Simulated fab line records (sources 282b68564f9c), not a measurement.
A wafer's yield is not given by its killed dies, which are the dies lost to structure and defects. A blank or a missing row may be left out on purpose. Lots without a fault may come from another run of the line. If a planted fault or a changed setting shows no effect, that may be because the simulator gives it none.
Split-lot study ; flow ritCmos ; route with 202 steps; 5 lots, 19 wafers read

SPLIT DETAILS
At RIT_SDANNEAL_CLEAN_01 (cleans in dHF, time 30 s), the setting timeS was moved away from the recipe's 30 s on 12 of the 19 wafers read, by -10.5% to +9.5%. All remaining wafers had this setting at the recipe value.

FROM THE SPLIT TO THE READING: what the file shows between them, 8 steps
- RIT_SILICIDE_SPUTTER_01: material Ti, target thk 30 nm, time 240 s (also split here: timeS)
- RIT_SILICIDE_RS_MEAS_02: measures by four-point-probe
- RIT_SILICIDE_THK_MEAS_03: measures by xrf
- RIT_M1_SPUTTER_00: material Al, target thk 400 nm, time 500 s (also split here: chamberPressurePa)
- RIT_M1_RS_MEAS_01: measures by four-point-probe
- RIT_M1_STRIP_13: strips in nmp, time 600 s (also split here: timeS)
- RIT_M1_STRIP_14: strips in O2, time 180 s
- RIT_M1_ANNEAL_15: time 1800 s

THE READING
etest.pldd.rsOhmSq (the simulator's own value, which no gauge read), at RIT_M1_PROBE_99. There is no usual value for it anywhere in the file. The 7 wafers here that ran the recipe average 449.1, standard deviation 6.9.

wafer;tool, chamber at the split;timeS as run, s;against the recipe;etest.pldd.rsOhmSq;against lot-mates on the recipe
L077.3;-, -;32.85;+9.5%;510.2;no lot-mate on the recipe
L077.5;-, -;32.85;+9.5%;523.1;no lot-mate on the recipe
L079.1;-, -;31.5;+5.0%;476.1;no lot-mate on the recipe
L079.2;-, -;31.5;+5.0%;478.4;no lot-mate on the recipe
L079.3;-, -;31.5;+5.0%;459.4;no lot-mate on the recipe
L079.4;-, -;31.5;+5.0%;497.3;no lot-mate on the recipe
L079.5;-, -;31.5;+5.0%;477.9;no lot-mate on the recipe
L080.1;-, -;30;recipe;439.6;-
L080.2;-, -;30;recipe;440.1;-
L080.5;-, -;30;recipe;460.4;-
L080.6;-, -;30;recipe;454.9;-
L081.1;-, -;26.85;-10.5%;397.8;no lot-mate on the recipe
L081.2;-, -;26.85;-10.5%;416.6;no lot-mate on the recipe
L081.3;-, -;26.85;-10.5%;408.3;no lot-mate on the recipe
L081.5;-, -;26.85;-10.5%;401.6;no lot-mate on the recipe
L081.6;-, -;26.85;-10.5%;404.9;no lot-mate on the recipe
L082.1;wetBench-02, 1;30;recipe;449.8;-
L082.4;wetBench-02, 1;30;recipe;449.3;-
L082.5;wetBench-02, 1;30;recipe;449.6;-

FIT RESULTS
A straight line over all 19 wafers: etest.pldd.rsOhmSq changes by +5.04 for each +1% of timeS; r = +0.96; the points scatter about the line by 11.
Too few moved wafers with a lot-mate on the recipe to fit a line net of each lot's own level.

FILE'S OWN FIT
etest.pldd.rsOhmSq changes by +5.04 for each +1% of timeS, r = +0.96.
